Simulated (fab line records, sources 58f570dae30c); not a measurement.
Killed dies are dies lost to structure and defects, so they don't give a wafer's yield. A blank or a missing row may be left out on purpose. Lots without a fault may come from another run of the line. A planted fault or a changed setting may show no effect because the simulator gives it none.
A struck lot beside a sound one | flow berkeley_cmos170 | 44 steps out of a route of 331
Sound: wafers L268.1, L268.3, L268.5. Struck: wafers L278.1, L278.2, L278.4. The cause comes at the end.
At each step with rows: each side's tool, then ch and its chambers, then its first start. Under that, the readings that differ: sound wafers | struck wafers | difference of the means | sigmas: that difference in standard deviations of wafers without a fault.
alike: readings whose means differ by less than 2 such deviations, and words and numbers that are the same on both sides. not compared: withheld readings, readings that some wafer has no value for, bounds like >300 that may hide the same value, and numbers for which the record gives no deviation and whose values overlap.
The two part at a step that has a row with sigmas, a row that says differs or no value, or rows on one side only. Numbers that don't overlap but have no deviation are shown without sigmas and don't part them. A reading that every wafer of one side lacks parts them only if that side has two wafers or more.

first, 3 steps without rows for these wafers: UCB170_PVT_EXPOSE_03 (exposes mask NWELL, target cd 3000 nm); UCB170_PVT_PEB_04; UCB170_PVT_DEVELOP_05 (develop time 45 s).
UCB170_PVT_OVL_MEAS_06:
  sound on overlay-01, day 7 22:55; struck on overlay-01, day 9 20:17
  alike: PVT_OVL
then, 1 step without rows for these wafers: UCB170_PVT_IMPLANT_07.
UCB170_PVT_STRIP_08: strips in O2.
  sound on plasma_asher-03 ch 0,1, day 7 23:07; struck on plasma_asher-03 ch 0,1, day 9 20:28
  alike: drypump_motor_current_A, o2_flow_sccm, oes_product_au, strip_time_to_endpoint_s
  not compared: rf_hours_counter_h
UCB170_PVT_TW_MEAS_09:
  sound on film_metro-03, day 7 23:13; struck on film_metro-02, day 9 20:34
  alike: PVT_TW
then, 1 step without rows for these wafers: UCB170_GATE_WET_ETCH_00 (etches SiO2 in dHF, time 200 s).
UCB170_FIELD_THK_MEAS_91:
  sound on film_metro-03, day 8 00:43; struck on film_metro-04, day 9 20:46
  alike: FIELD_OXIDE_LEFT_2_THK
then, 1 step without rows for these wafers: UCB170_GATE_OXIDATION_01 (target thk 6.6 nm, ox time 1800 s).
UCB170_GATE_THK_MEAS_02:
  sound on film_metro-04, day 8 04:55; struck on film_metro-01, day 10 02:49
  alike: GATE_OXIDE_THK
then, 1 step without rows for these wafers: UCB170_GATE_ANNEAL_03 (time 1800 s).
UCB170_GATE_CVD_04: deposits poly-Si from SiH4, time 1440 s, target thk 214 nm.
  sound on lpcvd-02 ch 0, day 8 12:31; struck on lpcvd-01 ch 0, day 10 08:34
  reading                                  | sound             | struck            | difference | sigmas
  sih4_flow_sccm (sccm)                    | 120.3 120.6 120.4 | 60.2 60.4 60.9    | -59.9      | -99 or more
  model.poly-Si_of_GATE_CVD_04.thk_nm (nm) | 217.3 217.4 215.7 | 106.1 105.9 105.9 | -110.8     |
  alike: spike_tc_centre_C, zone_power_centre_pct
UCB170_GATE_THK_MEAS_05:
  sound on film_metro-04, day 8 13:55; struck on film_metro-04, day 10 09:58
  reading            | sound             | struck            | difference | sigmas
  GATE_POLY_THK (nm) | 217.2 217.5 215.7 | 106.1 106.0 105.9 | -110.8     | -65
then, 6 steps without rows for these wafers: UCB170_GATE_COAT_06; UCB170_GATE_COAT_07 (resist thk 900 nm); UCB170_GATE_SOFTBAKE_08 (time 60 s); UCB170_GATE_EXPOSE_09 (exposes mask POLY, target cd 350 nm); UCB170_GATE_PEB_10; UCB170_GATE_DEVELOP_11 (develop time 45 s).
UCB170_GATE_CD_MEAS_12: target cd 350 nm.
  sound on cd_sem-01, day 8 15:37; struck on cd_sem-02, day 10 11:07
  alike: cd_nm
UCB170_GATE_OVL_MEAS_13:
  sound on overlay-02, day 8 15:44; struck on overlay-02, day 10 11:14
  alike: GATE_OVL
UCB170_GATE_ETCH_14: etches BARC in N2/H2.
  sound on rie_diel-03 ch 2,3, day 8 15:46; struck on rie_diel-01 ch 0,1,2, day 10 11:16
  alike: drypump_motor_current_A, h2_flow_sccm, n2_flow_sccm, oes_product_au, throttle_valve_pct
UCB170_GATE_ETCH_15: etches poly-Si in HBr/Cl2, stops on SiO2, time 56.3 s, target depth 278.2 nm.
  sound on rie_si-01 ch 0,1, day 8 15:49; struck on rie_si-01 ch 0,1,2, day 10 11:19
  reading                          | sound             | struck            | difference | sigmas
  oes_product_au (a.u.)            | 0.822 0.841 0.828 | 0.548 0.530 0.539 | -0.291     | -22
  model.etch.depth_nm (nm)         | 217.3 217.4 215.7 | 106.1 105.9 105.9 | -110.8     |
  model.GATE.feature_depth_nm (nm) | 217.4 217.4 215.7 | 106.1 105.9 105.9 | -110.9     |
  alike: drypump_motor_current_A, throttle_valve_pct
  not compared: rf_hours_counter_h
UCB170_GATE_STRIP_16: strips in O2.
  sound on plasma_asher-04 ch 0,1, day 8 15:52; struck on plasma_asher-02 ch 0,1, day 10 11:22
  alike: drypump_motor_current_A, o2_flow_sccm, oes_product_au
  not compared: rf_hours_counter_h
UCB170_GATE_CD_MEAS_90: target cd 350 nm.
  sound on cd_sem-02, day 8 15:58; struck on cd_sem-02, day 10 11:29
  alike: cd_nm
then, 7 steps without rows for these wafers: UCB170_GATE_CLEAN_17 (cleans in SPM, time 600 s); UCB170_PLDD_HMDS_00 (prime time 60 s); UCB170_PLDD_COAT_01 (resist thk 900 nm); UCB170_PLDD_SOFTBAKE_02 (time 60 s); UCB170_PLDD_EXPOSE_03 (exposes mask PSELECT, target cd 1200 nm); UCB170_PLDD_PEB_04; UCB170_PLDD_DEVELOP_05 (develop time 45 s).
UCB170_PLDD_CD_MEAS_06: target cd 1200 nm.
  sound on cd_sem-01, day 8 18:04; struck on cd_sem-02, day 10 13:16
  alike: cd_nm
UCB170_PLDD_OVL_MEAS_07:
  sound on overlay-01, day 8 18:11; struck on overlay-02, day 10 13:23
  alike: PLDD_OVL
then, 2 steps without rows for these wafers: UCB170_PLDD_IMPLANT_08; UCB170_PLDD_IMPLANT_09.
UCB170_PLDD_STRIP_10: strips in O2.
  sound on plasma_asher-03 ch 0,1, day 8 18:31; struck on plasma_asher-04 ch 0,1, day 10 13:43
  alike: drypump_motor_current_A, o2_flow_sccm, oes_product_au, strip_time_to_endpoint_s
  not compared: rf_hours_counter_h
UCB170_PLDD_TW_MEAS_11:
  sound on film_metro-03, day 8 18:37; struck on film_metro-02, day 10 13:49
  alike: PLDD_TW
then, 3 steps without rows for these wafers: UCB170_PLDD_CLEAN_12 (cleans in SPM, time 600 s); UCB170_NLDD_HMDS_00 (prime time 60 s); UCB170_NLDD_COAT_01 (resist thk 900 nm).
UCB170_SILICIDE_PRE_CLEAN_00: preclean etch time 60 s.
  sound on pvd_sputter-01, day 9 07:58; struck on pvd_sputter-03, day 11 04:29
  reading                                  | sound             | struck           | difference | sigmas
  model.poly-Si_of_GATE_CVD_04.thk_nm (nm) | 210.4 210.6 208.8 | 99.3 99.15 98.97 | -110.8     |
then, 1 step without rows for these wafers: UCB170_M3_PROBE_99.

WHERE THEY PART
First at UCB170_GATE_CVD_04; last, within this record, at UCB170_GATE_ETCH_15. Later steps at which nothing parts them and some readings are alike: UCB170_GATE_STRIP_16, UCB170_GATE_CD_MEAS_90, UCB170_PLDD_CD_MEAS_06, UCB170_PLDD_OVL_MEAS_07, UCB170_PLDD_STRIP_10, UCB170_PLDD_TW_MEAS_11.

WHY: what the simulator had put in
Process parameter drift: lpcvd-01, from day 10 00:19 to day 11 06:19, at UCB170_GATE_CVD_04. Setting sih4_flow_sccm, moved by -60, from 120. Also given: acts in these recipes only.
